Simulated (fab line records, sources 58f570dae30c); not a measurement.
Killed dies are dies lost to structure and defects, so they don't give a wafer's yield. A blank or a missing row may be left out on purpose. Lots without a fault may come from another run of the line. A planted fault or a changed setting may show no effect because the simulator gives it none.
A sampling plan put to the test | flow berkeley_cmos170 | one fab line, 12 faults that these records tell of, each judged on the records of the lots that it struck
The plan is the line's own looks: the steps of the route at which a gauge or an inspection reads the wafer and doesn't change it. A look can be judged if struck wafers have a number there and the file gives its usual mean and standard deviation on fault-free wafers. Caught: at a look after the fault's first step, the mean of the struck wafers lies 4 or more of those standard deviations (sigma) from the usual mean. On the tool: the same test on the tool's own readings at the fault's steps. Another recipe on the struck wafers, or a record that is blank for them alone, also counts as caught.

THE FAULTS, as the simulator had put them in
1. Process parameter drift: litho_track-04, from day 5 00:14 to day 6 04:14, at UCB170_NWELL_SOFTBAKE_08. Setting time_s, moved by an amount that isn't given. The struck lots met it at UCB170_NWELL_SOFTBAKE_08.
2. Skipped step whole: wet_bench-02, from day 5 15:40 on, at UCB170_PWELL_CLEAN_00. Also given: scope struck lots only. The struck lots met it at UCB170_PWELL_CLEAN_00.
3. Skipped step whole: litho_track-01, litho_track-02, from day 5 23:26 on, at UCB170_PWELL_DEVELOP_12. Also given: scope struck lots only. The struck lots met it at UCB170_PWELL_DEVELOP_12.
4. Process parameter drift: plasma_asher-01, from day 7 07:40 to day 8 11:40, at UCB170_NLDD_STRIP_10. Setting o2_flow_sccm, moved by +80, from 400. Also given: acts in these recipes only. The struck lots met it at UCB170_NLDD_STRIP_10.
5. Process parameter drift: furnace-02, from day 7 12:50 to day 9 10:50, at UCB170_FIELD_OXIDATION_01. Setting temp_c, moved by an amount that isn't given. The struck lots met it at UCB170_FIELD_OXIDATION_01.
6. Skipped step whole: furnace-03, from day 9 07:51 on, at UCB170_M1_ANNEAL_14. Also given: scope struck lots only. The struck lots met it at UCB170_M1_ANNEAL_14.
7. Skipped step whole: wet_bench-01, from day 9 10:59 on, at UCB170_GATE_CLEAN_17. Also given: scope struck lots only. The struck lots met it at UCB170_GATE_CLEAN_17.
8. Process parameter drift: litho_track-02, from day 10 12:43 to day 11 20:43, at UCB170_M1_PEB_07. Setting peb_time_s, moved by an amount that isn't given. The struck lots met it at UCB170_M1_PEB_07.
9. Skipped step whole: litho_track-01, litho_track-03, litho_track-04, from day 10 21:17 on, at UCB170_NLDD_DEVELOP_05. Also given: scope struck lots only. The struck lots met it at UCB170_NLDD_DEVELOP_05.
10. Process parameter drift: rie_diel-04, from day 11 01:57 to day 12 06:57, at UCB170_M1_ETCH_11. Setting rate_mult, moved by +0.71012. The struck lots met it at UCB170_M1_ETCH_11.
11. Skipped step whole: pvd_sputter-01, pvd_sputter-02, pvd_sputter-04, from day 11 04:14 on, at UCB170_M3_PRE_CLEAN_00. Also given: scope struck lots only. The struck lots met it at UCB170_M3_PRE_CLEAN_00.
12. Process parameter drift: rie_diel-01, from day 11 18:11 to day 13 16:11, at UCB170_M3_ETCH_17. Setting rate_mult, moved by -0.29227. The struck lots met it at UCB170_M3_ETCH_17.

WHAT THE PLAN SAW
fault | on the tool itself                               | first look that catches it                      | reading, sigma | median hours from its first step to that look | hours from the fault's start to the first struck lot there | judged looks passed uncaught
1     | run_length_s +13 sigma                           | none of the 3 looks that can be judged after it | -              | -                                             | -                                                          | 3
2     | the tool's record is blank for the struck wafers | none of the 2 looks that can be judged after it | -              | -                                             | -                                                          | 2
3     | the tool's record is blank for the struck wafers | no look after it can be judged                  | -              | -                                             | -                                                          | 0
4     | o2_flow_sccm +66 sigma                           | no look after it can be judged                  | -              | -                                             | -                                                          | 0
5     | tube_center_temp_C +86 sigma                     | no look after it can be judged                  | -              | -                                             | -                                                          | 0
6     | the tool's record is blank for the struck wafers | none of the 2 looks that can be judged after it | -              | -                                             | -                                                          | 2
7     | the tool's record is blank for the struck wafers | no look after it can be judged                  | -              | -                                             | -                                                          | 0
8     | heater_power_total_W +18 sigma                   | not the one look that can be judged after it    | -              | -                                             | -                                                          | 1
9     | the tool's record is blank for the struck wafers | not the one look that can be judged after it    | -              | -                                             | -                                                          | 1
10    | oes_product_au +18 sigma                         | no look after it can be judged                  | -              | -                                             | -                                                          | 0
11    | the tool's record is blank for the struck wafers | not the one look that can be judged after it    | -              | -                                             | -                                                          | 1
12    | oes_product_au -7.7 sigma                        | no look after it can be judged                  | -              | -                                             | -                                                          | 0
A dash: the fault isn't caught, or these records don't give the number.

Caught at a look: 0 of 12. Caught on the tool: 12 of 12. By one or the other: 12 of 12.
Caught on the tool alone: faults 1, 2, 3, 4, 5, 6, 7, 8, 9, 10, 11, 12.
